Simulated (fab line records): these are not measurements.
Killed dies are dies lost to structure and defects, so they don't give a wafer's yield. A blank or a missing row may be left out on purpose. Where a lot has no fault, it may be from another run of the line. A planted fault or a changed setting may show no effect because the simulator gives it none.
Which tool was responsible? ; flow berkeleyCmos170 ; 15 lots, 45 wafers sampled, at 3 steps of a route of 331

== WHAT THE GAUGES READ, wafer by wafer ==
UCB170_V2_OVL_MEAS_13. Usual: V2_OVL typically reads -2 nm, with standard deviation 5.2.
lot;measured;on;V2_OVL (nm);flag
L417;day 9 21:04;overlay-01;0 -6 -6;
L419;day 9 17:28;overlay-02;-3 -2 -7;
L421;day 9 18:26;overlay-01;-10 -2 -5;
L420;day 9 19:31;overlay-01;5 9 6;
L422;day 10 05:55;overlay-01;-4 -3 -2;
L423;day 10 06:53;overlay-02;-1 7 8;
L425;day 11 02:14;overlay-01;0 -9 -7;
L426;day 11 02:07;overlay-02;0 -7 1;
L427;day 11 16:32;overlay-01;-1 3 -6;
L428;day 11 17:40;overlay-01;6 4 10;
L430;day 11 19:59;overlay-02;-4 -4 -4;
L429;day 11 19:44;overlay-01;-8 -2 -2;
L433;day 13 07:43;overlay-02;-5 -10 -10;
L437;day 13 22:38;overlay-02;11 -3 2;
L439;day 13 21:56;overlay-02;6 -7 5;

UCB170_M3_OVL_MEAS_16. Usual: M3_OVL typically reads 1 nm, with standard deviation 6.3.
lot;measured;on;M3_OVL (nm);flag
L417;day 9 23:53;overlay-02;0 2 -2;
L419;day 9 20:28;overlay-01;0 -7 1;
L421;day 9 21:28;overlay-01;-5 5 -6;
L420;day 9 22:23;overlay-02;5 1 -3;
L422;day 10 08:29;overlay-02;6 1 2;
L423;day 10 09:34;overlay-02;1 6 6;
L425;day 11 07:17;overlay-02;11 1 10;
L426;day 11 06:52;overlay-02;-13 -6 -15;
L427;day 12 00:08;overlay-02;0 -4 0;
L428;day 12 02:03;overlay-01;8 3 4;
L430;day 12 01:20;overlay-02;3 8 18;
L429;day 12 01:41;overlay-02;1 -8 -9;
L433;day 13 10:46;overlay-01;-7 -4 -6;
L437;day 14 01:16;overlay-02;4 20 -3;
L439;day 14 01:01;overlay-01;9 2 13;

== WHICH TOOL RAN EACH LOT (tool, then ch and the chambers of the sampled wafers, then the start) ==
lot;UCB170_PWELL_STRIP_16
L417;plasmaAsher-02 ch 0,1, day 3 22:01
L419;plasmaAsher-04 ch 0,1, day 3 22:38
L421;plasmaAsher-03 ch 0,1, day 4 03:40
L420;plasmaAsher-04 ch 1, day 4 04:07
L422;plasmaAsher-04 ch 1, day 4 15:06
L423;plasmaAsher-02 ch 0,1, day 4 15:37
L425;plasmaAsher-04 ch 0,1, day 5 11:36
L426;plasmaAsher-04 ch 0,1, day 5 18:16
L427;plasmaAsher-04 ch 0,1, day 5 22:30
L428;plasmaAsher-02 ch 0,1, day 5 22:39
L430;plasmaAsher-03 ch 0,1, day 6 07:05
L429;plasmaAsher-04 ch 0,1, day 6 07:22
L433;plasmaAsher-04 ch 0,1, day 7 04:00
L437;plasmaAsher-02 ch 0,1, day 7 18:23
L439;plasmaAsher-03 ch 1, day 8 07:31
- UCB170_PWELL_STRIP_16: strips in O2.

== WHAT THE TOOLS THEMSELVES READ (means of the sampled wafers that have a number; where no wafer has one, the mark that the record gives instead) ==
UCB170_PWELL_STRIP_16. Usual: drypumpMotorCurrentA 5.5 A, standard deviation 0.43; oesProductAu 0.720 a.u., standard deviation 0.0044; stripTimeToEndpointS 18.04 s, standard deviation 0.073.
lot;tool;drypumpMotorCurrentA (A);oesProductAu (a.u.);stripTimeToEndpointS (s);flag
L417;plasmaAsher-02;5.5;0.722;17.98;
L419;plasmaAsher-04;5.1;0.720;17.99;
L421;plasmaAsher-03;5.7;0.720;18.06;
L420;plasmaAsher-04;5.0;0.718;18.12;
L422;plasmaAsher-04;5.0;0.722;17.98;
L423;plasmaAsher-02;5.9;0.723;18.10;
L425;plasmaAsher-04;5.1;0.719;18.17;
L426;plasmaAsher-04;5.3;0.720;18.12;
L427;plasmaAsher-04;5.2;0.717;17.98;
L428;plasmaAsher-02;5.9;0.718;18.11;
L430;plasmaAsher-03;5.7;0.721;18.05;
L429;plasmaAsher-04;5.3;0.719;18.05;
L433;plasmaAsher-04;5.3;0.723;17.91;
L437;plasmaAsher-02;5.9;0.721;17.96;
L439;plasmaAsher-03;5.8;0.717;17.94;

== THE ANSWER, worked out from the rows above alone ==
Rule: a lot is off if the mean of its wafers that have a number lies more than 3 standard deviations from the usual mean. A lot without any number at a reading at which 4 lots or more have one is off too. The other lots that the step has rows for count as sound. The gauges are gone through in route order, then the tools' own readings, and for those a lot's mean is taken as printed above. The first step at which some lot is off is used, and at that step the reading that is off furthest; a lot without a number counts as furthest.
Nothing can be told from this: no lot is off at any reading shown.

== WHAT THE SIMULATOR PUT IN ==
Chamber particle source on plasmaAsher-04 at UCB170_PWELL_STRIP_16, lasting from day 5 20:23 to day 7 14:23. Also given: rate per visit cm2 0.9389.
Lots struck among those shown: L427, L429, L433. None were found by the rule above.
